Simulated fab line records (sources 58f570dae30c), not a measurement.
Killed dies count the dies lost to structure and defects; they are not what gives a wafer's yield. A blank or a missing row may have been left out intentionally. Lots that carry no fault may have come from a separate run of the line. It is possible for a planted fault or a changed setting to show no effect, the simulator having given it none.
fab line records	flow berkeley-cmos170
[record] lots = 14	wafers = 42	last-day = 12
route steps=331 shown NWELL@26 PLDD@151 PSD@181
lots with no fault: from the same line, run without faults
start-h: the number of hours between the record's first day and the start of the first shown wafer of the lot	wait-h: hours elapsed since this lot's preceding step	" identical to the entry in the row above	L1.1+2: a row that stands for several wafers	- value missing, or start not given	* or withheld: withheld	< > ~ a bound
route shown NAME@n: names a module that has steps shown in the file, with the first one's number in the route	usual: the fault-free wafers' mean and standard deviation	same: alike in all rows	chamber/n: place in a boat	sites: the reading at each site	_std_site: how widely they spread, as a standard deviation	_edge_site: the outer-site mean with the inner-site mean subtracted	radius-mm: how far each site lies from the wafer's centre	mask NAME#n: copy n	behind: tool/chamber where the wafer was last shaped	hold: reason for holding the lot/hours on hold/outcome of the hold	device: whichever transistor did not switch (one of n, p or np)	end of line: the route-end tests of the same wafers	where a step has no rows: the recipe by itself	killed: at the first sort, the dies lost to defects and structure; wafer yield is something else	map: a wafer's dies, x killed, . not, _ none there
set.NAME: the setting the step ran with; set.NAME@STEP: the setting that earlier step ran with	model.NAME: the simulator's own value behind a step, which no gauge read
steps of the route over a sample of lots; a table a step, a row a wafer
services: from which hour (start-h, from the record's first day; less than 0 if before it) a tool's chamber was out of use, for how many hours, and why
[[steps]]
[step UCB170_NWELL_OVL_MEAS_12]
[usual] NWELL_OVL = 0/5.1
lot.wafer	tool	chamber	start-h	wait-h	NWELL_OVL[nm]
L534.1	overlay-02	-	35.50	-	-4
L534.2	"	-	"	"	-2
L534.6	"	-	"	"	-2
L535.2	overlay-01	-	40.99	-	0
L535.4	"	-	"	"	0
L535.5	"	-	"	"	-6
L536.3	overlay-01	-	46.24	-	2
L536.4	"	-	"	"	3
L536.5	"	-	"	"	2
L537.1	overlay-02	-	53.78	-	-6
L537.4	"	-	"	"	-3
L537.5	"	-	"	"	-8
L538.1	overlay-01	-	58.54	-	3
L538.5	"	-	"	"	-2
L538.6	"	-	"	"	0
L539.2	overlay-01	-	62.96	-	1
L539.3	"	-	"	"	3
L539.5	"	-	"	"	1
L541.1	overlay-01	-	63.68	-	0
L541.2	"	-	"	"	2
L541.3	"	-	"	"	-3
L543.3	overlay-01	-	88.81	-	0
L543.4	"	-	"	"	5
L543.5	"	-	"	"	-2
L545.2	overlay-02	-	94.77	-	-3
L545.5	"	-	"	"	-3
L545.6	"	-	"	"	-7
L544.2	overlay-01	-	94.99	-	7
L544.4	"	-	"	"	18
L544.5	"	-	"	"	1
L549.2	overlay-01	-	118.78	-	2
L549.5	"	-	"	"	-1
L549.6	"	-	"	"	-4
L552.1	overlay-02	-	121.06	-	2
L552.2	"	-	"	"	-4
L552.5	"	-	"	"	-4
L554.2	overlay-01	-	127.91	-	4
L554.5	"	-	"	"	8
L554.6	"	-	"	"	8
L555.1	overlay-02	-	134.87	-	12
L555.4	"	-	"	"	11
L555.5	"	-	"	"	10
[step UCB170_PLDD_CD_MEAS_06]
[recipe] target-cd-nm = 1200
[usual] cd-nm = 1199.8/1.5
lot.wafer	tool	chamber	start-h	wait-h	cd-nm
L535.2	cd-sem-02	-	157.27	-	1200.4
L535.4	"	-	"	"	1199.2
L535.5	"	-	"	"	1198.8
L534.1	cd-sem-02	-	157.80	-	1199.6
L534.2	"	-	"	"	1199.7
L534.6	"	-	"	"	1200.5
L537.1	cd-sem-01	-	164.77	-	1202.7
L537.4	"	-	"	"	1201.2
L537.5	"	-	"	"	1203.8
L538.1	cd-sem-02	-	165.12	-	1200.7
L538.5	"	-	"	"	1200.6
L538.6	"	-	"	"	1199.1
L536.3	cd-sem-01	-	165.36	-	1201.4
L536.4	"	-	"	"	1201.1
L536.5	"	-	"	"	1200.1
L539.2	cd-sem-02	-	176.30	-	1198.7
L539.3	"	-	"	"	1198.7
L539.5	"	-	"	"	1198.5
L541.1	cd-sem-02	-	177.01	-	1198.5
L541.2	"	-	"	"	1198.9
L541.3	"	-	"	"	1199.9
L544.2	cd-sem-02	-	214.15	-	1201.4
L544.4	"	-	"	"	1199.8
L544.5	"	-	"	"	1201.2
L543.3	cd-sem-01	-	214.35	-	1198.7
L543.4	"	-	"	"	1201.6
L543.5	"	-	"	"	1199.3
L545.2	cd-sem-02	-	214.43	-	1200.2
L545.5	"	-	"	"	1200.7
L545.6	"	-	"	"	1200.4
L552.1	cd-sem-01	-	229.11	-	1196.8
L552.2	"	-	"	"	1197.4
L552.5	"	-	"	"	1197.3
L554.2	cd-sem-01	-	229.68	-	1199.4
L554.5	"	-	"	"	1200.2
L554.6	"	-	"	"	1199.0
L549.2	cd-sem-02	-	229.96	-	1199.1
L549.5	"	-	"	"	1199.0
L549.6	"	-	"	"	1200.1
L555.1	cd-sem-02	-	249.58	-	1199.8
L555.4	"	-	"	"	1199.2
L555.5	"	-	"	"	1199.4
[step UCB170_PLDD_IMPLANT_09]
[recipe] species = BF2	dose-cm2 = 5e+13	energy-kev = 10	tilt-deg = 7	rotation-deg = 180
[usual] beam-energy-keV = 9.9998/0.0029	beam-on-s = 10.00/0.19	dose-ions-cm2 = 5e+13/5.3e+10	end-station-pressure-torr = 5.15e-06/2.8e-07	faraday-current-uA = 159/3
lot.wafer	tool	chamber	start-h	wait-h	beam-energy-keV	beam-on-s	dose-ions-cm2	end-station-pressure-torr	faraday-current-uA
L535.2	implanter-03	0	157.59	0.1	10.001	10.08	5.005e+13	5.09e-06	157
L535.4	"	0	"	"	9.9981	9.75	4.997e+13	5.25e-06	163
L535.5	"	0	"	"	10.002	9.67	5.005e+13	5.23e-06	164
L534.1	implanter-04	0	158.11	0.1	9.9978	9.83	4.996e+13	5.18e-06	160
L534.2	"	0	"	"	9.9990	10.15	4.997e+13	5.04e-06	156
L534.6	"	0	"	"	9.9960	10.18	5.003e+13	5.04e-06	156
L537.1	implanter-02	0	165.07	0.1	9.9975	10.06	5.006e+13	4.92e-06	159
L537.4	"	0	"	"	10.000	9.97	5.003e+13	4.9e-06	160
L537.5	"	0	"	"	9.9997	9.96	5e+13	4.82e-06	160
L538.1	implanter-03	0	165.42	0.1	9.9999	10.11	4.999e+13	5.08e-06	158
L538.5	"	0	"	"	9.9989	9.91	4.995e+13	5.25e-06	159
L538.6	"	0	"	"	10.001	9.96	5.003e+13	5.24e-06	160
L536.3	implanter-04	0	165.67	0.1	9.9951	10.17	4.993e+13	5.14e-06	157
L536.4	"	0	"	"	9.9995	10.11	5e+13	4.68e-06	157
L536.5	"	0	"	"	9.9957	10.04	4.999e+13	4.88e-06	158
L539.2	implanter-04	0	176.62	0.1	10.003	10.03	5e+13	5.25e-06	158
L539.3	"	0	"	"	10.010	9.76	4.985e+13	5.5e-06	162
L539.5	"	0	"	"	10.006	10.14	5.002e+13	5.34e-06	156
L541.1	implanter-03	0	177.32	0.1	9.9986	9.80	4.994e+13	5.69e-06	162
L541.2	"	0	"	"	10.001	9.90	4.999e+13	5.25e-06	160
L541.3	"	0	"	"	9.9989	10.22	4.999e+13	5.29e-06	156
L544.2	implanter-03	0	214.46	0.1	9.9981	10.24	5.006e+13	5.05e-06	155
L544.4	"	0	"	"	10.002	10.24	5.001e+13	4.88e-06	155
L544.5	"	0	"	"	10.004	10.25	4.996e+13	5.09e-06	154
L543.3	implanter-04	0	214.70	0.1	9.9928	10.02	4.998e+13	5.08e-06	159
L543.4	"	0	"	"	9.9954	9.90	4.995e+13	5.21e-06	160
L543.5	"	0	"	"	9.9997	10.21	4.998e+13	5.82e-06	156
L545.2	implanter-03	0	214.76	0.1	9.9990	12.04	6.853e+13	5.28e-06	181
L545.5	"	0	"	"	10.002	12.34	6.848e+13	5.15e-06	176
L545.6	"	0	"	"	10.001	12.43	6.85e+13	5.53e-06	175
L552.1	implanter-02	0	229.42	0.1	10.007	10.26	4.996e+13	4.96e-06	155
L552.2	"	0	"	"	9.9989	9.65	5.005e+13	5.29e-06	164
L552.5	"	0	"	"	10.000	10.00	4.999e+13	4.73e-06	158
L554.2	implanter-04	0	230.00	0.1	10.001	9.98	5.016e+13	5.37e-06	159
L554.5	"	0	"	"	10.003	10.18	5.007e+13	4.94e-06	155
L554.6	"	0	"	"	10.002	9.94	4.998e+13	5.24e-06	159
L549.2	implanter-03	0	230.27	0.1	10.006	12.18	6.855e+13	5.31e-06	178
L549.5	"	0	"	"	9.9987	12.63	6.849e+13	4.73e-06	172
L549.6	"	0	"	"	10.003	12.23	6.85e+13	5.17e-06	177
L555.1	implanter-04	0	249.89	0.1	9.9967	9.77	4.996e+13	5.54e-06	162
L555.4	"	0	"	"	10.001	9.99	4.995e+13	5.23e-06	159
L555.5	"	0	"	"	9.9971	10.15	4.999e+13	5.04e-06	157
[step UCB170_PLDD_TW_MEAS_11]
[usual] PLDD_TW = 1003/8.6
lot.wafer	tool	chamber	start-h	wait-h	PLDD_TW
L535.2	film-metro-02	-	157.82	0.1	1014
L535.4	"	-	"	"	1014
L535.5	"	-	"	"	1010
L534.1	film-metro-03	-	158.36	0.1	991
L534.2	"	-	"	"	992
L534.6	"	-	"	"	990
L537.1	film-metro-02	-	165.32	0.1	1011
L537.4	"	-	"	"	1015
L537.5	"	-	"	"	1011
L538.1	film-metro-02	-	165.67	0.1	1009
L538.5	"	-	"	"	1014
L538.6	"	-	"	"	1011
L536.3	film-metro-02	-	165.89	0.1	1007
L536.4	"	-	"	"	1008
L536.5	"	-	"	"	1009
L539.2	film-metro-01	-	176.85	0.1	1015
L539.3	"	-	"	"	1015
L539.5	"	-	"	"	1017
L541.1	film-metro-01	-	177.89	0.4	1021
L541.2	"	-	"	"	1020
L541.3	"	-	"	"	1010
L544.2	film-metro-03	-	214.70	0.1	989
L544.4	"	-	"	"	995
L544.5	"	-	"	"	990
L543.3	film-metro-03	-	214.92	0.1	992
L543.4	"	-	"	"	989
L543.5	"	-	"	"	993
L545.2	film-metro-02	-	215.00	0.1	1058
L545.5	"	-	"	"	1053
L545.6	"	-	"	"	1060
L552.1	film-metro-03	-	229.67	0.1	989
L552.2	"	-	"	"	993
L552.5	"	-	"	"	993
L554.2	film-metro-03	-	230.38	0.2	991
L554.5	"	-	"	"	993
L554.6	"	-	"	"	994
L549.2	film-metro-02	-	230.52	0.1	1063
L549.5	"	-	"	"	1059
L549.6	"	-	"	"	1065
L555.1	film-metro-01	-	250.14	0.1	1011
L555.4	"	-	"	"	1008
L555.5	"	-	"	"	1014
[step UCB170_PSD_CD_MEAS_06]
[recipe] target-cd-nm = 1200
[usual] cd-nm = 1199.8/1.7
lot.wafer	tool	chamber	start-h	wait-h	cd-nm
L535.2	cd-sem-02	-	169.52	-	1199.4
L535.4	"	-	"	"	1201.0
L535.5	"	-	"	"	1200.9
L534.1	cd-sem-01	-	170.08	-	1202.1
L534.2	"	-	"	"	1203.2
L534.6	"	-	"	"	1202.6
L538.1	cd-sem-01	-	175.36	-	1201.3
L538.5	"	-	"	"	1199.3
L538.6	"	-	"	"	1200.3
L537.1	cd-sem-02	-	175.73	-	1199.9
L537.4	"	-	"	"	1198.4
L537.5	"	-	"	"	1196.5
L536.3	cd-sem-01	-	176.05	-	1197.4
L536.4	"	-	"	"	1197.8
L536.5	"	-	"	"	1199.1
L539.2	cd-sem-01	-	187.08	-	1200.9
L539.3	"	-	"	"	1201.9
L539.5	"	-	"	"	1202.2
L541.1	cd-sem-02	-	187.17	-	1201.7
L541.2	"	-	"	"	1201.9
L541.3	"	-	"	"	1202.8
L544.2	cd-sem-01	-	225.51	-	1198.5
L544.4	"	-	"	"	1200.8
L544.5	"	-	"	"	1199.0
L543.3	cd-sem-01	-	225.92	-	1199.4
L543.4	"	-	"	"	1199.0
L543.5	"	-	"	"	1200.0
L545.2	cd-sem-02	-	226.17	-	1200.8
L545.5	"	-	"	"	1200.5
L545.6	"	-	"	"	1200.6
L554.2	cd-sem-01	-	239.48	-	1202.1
L554.5	"	-	"	"	1201.4
L554.6	"	-	"	"	1200.5
L552.1	cd-sem-02	-	239.98	-	1202.3
L552.2	"	-	"	"	1200.3
L552.5	"	-	"	"	1200.5
L549.2	cd-sem-01	-	240.22	-	1198.5
L549.5	"	-	"	"	1198.7
L549.6	"	-	"	"	1199.5
L555.1	cd-sem-01	-	259.72	-	1199.6
L555.4	"	-	"	"	1200.7
L555.5	"	-	"	"	1200.8
[step UCB170_SDANNEAL_RS_MEAS_04]
[recipe] thk-meas-gauge = four-point-probe
[usual] PLDD_RS = 1032/3.1
lot.wafer	tool	chamber	start-h	wait-h	PLDD_RS[ohm/sq]
L535.2	film-metro-03	-	177.15	0.1	1030
L535.4	"	-	"	"	1030
L535.5	"	-	"	"	1030
L534.1	film-metro-03	-	177.79	0.1	1029
L534.2	"	-	"	"	1028
L534.6	"	-	"	"	1028
L538.1	film-metro-02	-	180.27	0.1	1035
L538.5	"	-	"	"	1036
L538.6	"	-	"	"	1032
L537.1	film-metro-02	-	180.75	0.1	1036
L537.4	"	-	"	"	1036
L537.5	"	-	"	"	1038
L536.3	film-metro-03	-	181.18	0.1	1031
L536.4	"	-	"	"	1030
L536.5	"	-	"	"	1030
L539.2	film-metro-01	-	192.49	0.1	1034
L539.3	"	-	"	"	1032
L539.5	"	-	"	"	1033
L541.1	film-metro-01	-	193.20	0.1	1031
L541.2	"	-	"	"	1029
L541.3	"	-	"	"	1030
L544.2	film-metro-01	-	230.08	0.1	1029
L544.4	"	-	"	"	1035
L544.5	"	-	"	"	1034
L543.3	film-metro-03	-	230.73	0.1	1027
L543.4	"	-	"	"	1028
L543.5	"	-	"	"	1026
L545.2	film-metro-02	-	231.14	0.1	903
L545.5	"	-	"	"	903
L545.6	"	-	"	"	904
L554.2	film-metro-02	-	246.47	0.1	1030
L554.5	"	-	"	"	1030
L554.6	"	-	"	"	1030
L552.1	film-metro-01	-	247.07	0.1	1030
L552.2	"	-	"	"	1026
L552.5	"	-	"	"	1026
L549.2	film-metro-02	-	247.37	0.1	902
L549.5	"	-	"	"	900
L549.6	"	-	"	"	902
L555.1	film-metro-01	-	263.29	0.1	1031
L555.4	"	-	"	"	1036
L555.5	"	-	"	"	1032
[[services]]
tool	chamber	start-h	hours	kind
implanter-03	-	153.08	2.7	repair
implanter-03	-	162.06	2.5	repair
[[key]]
[first-sign] step = UCB170_PLDD_IMPLANT_09	reading = dose-ions-cm2	direction = up	sigmas = 99+	usual = 5e+13	struck = 6.851e+13
[effect] step = UCB170_PLDD_IMPLANT_09	reading = beam-on-s	direction = up	sigmas = 12	usual = 10.00	struck = 12.31
[effect] step = UCB170_PLDD_TW_MEAS_11	reading = PLDD_TW	direction = up	sigmas = 6.5	usual = 1003	struck = 1060
[effect] step = UCB170_SDANNEAL_RS_MEAS_04	reading = PLDD_RS	direction = down	sigmas = 41	usual = 1032	struck = 902
met-at UCB170_PLDD_IMPLANT_09
struck-lots L545,L549
tester-left-out L545,L549
not-acting-at UCB170_NWELL_OVL_MEAS_12,UCB170_PLDD_CD_MEAS_06,UCB170_PSD_CD_MEAS_06
onset-between 214.46 214.76
[fault] kind = process-parameter-drift	tool = implanter-03	chamber = -	onset-h = 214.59	steps = UCB170_PLDD_IMPLANT_09	channel = dose-cm2	offset = 1.85e+13	shape = step	end-h = 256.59	acts-in = these-recipes-only	stated = 5e+13
// tester-left-out: of these lots the tester's yield and bins aren't shown, on N5 and GAA mostly nor the transistor test; their killed dies are dies lost to structure and defects alone, not to doping, threshold or leakage, so they don't give the yield
